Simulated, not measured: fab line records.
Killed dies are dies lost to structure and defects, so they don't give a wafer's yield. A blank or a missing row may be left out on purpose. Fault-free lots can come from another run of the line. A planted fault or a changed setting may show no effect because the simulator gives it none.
8D (eight disciplines) problem report, filled in by code	flow berkeley_cmos170	the parts of the form that need people (team, actions taken, sign-off) are left out

== 1. WHAT WENT WRONG ==
bias_w at UCB170_M2_METAL_ETCH_18 reads a mean of 185.8 W on 2 wafers of 2 lots; wafers without a fault read 120.0 W with a standard deviation of 0.31. That is +99 or more standard deviations from the usual mean.
The step: etches Al in Cl2/BCl3, stops on SiO2, target depth 1170 nm, time 195 s.
First seen on wafer L332.6, day 12 19:02, on rie_metal-01. The record holds 42 wafers of 14 lots with a number at this step. The rule behind "out" and "out of limits": a value lying over 4 standard deviations away from the usual mean. The other wafers with a number count as sound.

== 2. WHAT IT IS, AND WHAT IT ISN'T ==
question	is	is not
which readings at this step	bias_w	drypump_motor_current_A, oes_product_au, throttle_valve_pct
which lots	L332, L335	L315, L316, L318, L319, L320, L321, L322, L324, L326, L328, L329, L337
which wafers of those lots	L332.6, L335.2	L332.1, L332.4, L335.1, L335.5
read on which tools	rie_metal-01	rie_metal-02, rie_metal-04
when	from day 12 19:02	up to then (35 sound wafers); but 5 sound wafers of L335, L337 came after

== 3. WHAT RULES OUT EACH SUSPECT ==
Counting: if a tool at a process step up to the reading ran every lot that is out, it stays a suspect. Sound lots after the first of them don't rule it out here, since some wafers of a struck lot are sound.
- rie_metal-01 at UCB170_M2_METAL_ETCH_18 (etches Al in Cl2/BCl3, stops on SiO2, target depth 1170 nm, time 195 s): kept. It processed each lot that is out (first: L332, day 12 19:02); up to then, its last sound lot is L326 (day 12 02:05). Out on those wafers are its own readings of bias_w.
- Within rie_metal-01 at UCB170_M2_METAL_ETCH_18: the wafers that are out ran in chamber 1; their sound lot-mates ran in chamber 0.
The count leaves rie_metal-01 at UCB170_M2_METAL_ETCH_18.

== 4. THE CAUSE (what the simulator had put in) ==
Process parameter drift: rie_metal-01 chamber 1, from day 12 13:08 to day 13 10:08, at UCB170_M2_METAL_ETCH_18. The setting bias_w was moved by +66, starting from 120. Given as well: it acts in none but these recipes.
Counting left only this tool.

== 5. THE CHAIN OF EFFECTS, in route order ==
One row per reading whose mean, taken over the struck wafers that have a number, lies over 3 standard deviations from the usual. Only readings for which the record gives a usual standard deviation are gone through. hours: the time from each lot's start at the first step in this table that gives one to its start at this step, as a median over the lots. sigmas: the change in usual standard deviations.
hours	step	reading	usual	on struck wafers	change	sigmas
0	UCB170_M2_METAL_ETCH_18	bias_w	120.0 W	185.8	+65.8	+99 or more
0	UCB170_M2_STRIP_19	oes_product_au	0.532 a.u.	0.415	-0.117	-7.8
Its process steps:
- UCB170_M2_METAL_ETCH_18: etches Al in Cl2/BCl3, stops on SiO2, target depth 1170 nm, time 195 s.
- UCB170_M2_STRIP_19: strips in O2.
At these later measuring or inspecting steps, every struck wafer for which the step has a row has a number for every such reading, and none has moved that far: UCB170_M3_BOW_MEAS_20.

== 6. WHAT WOULD HAVE CAUGHT IT SOONER ==
The fault began at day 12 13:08; the first out-of-limits reading in this record came at day 12 19:02, 6 hours later.
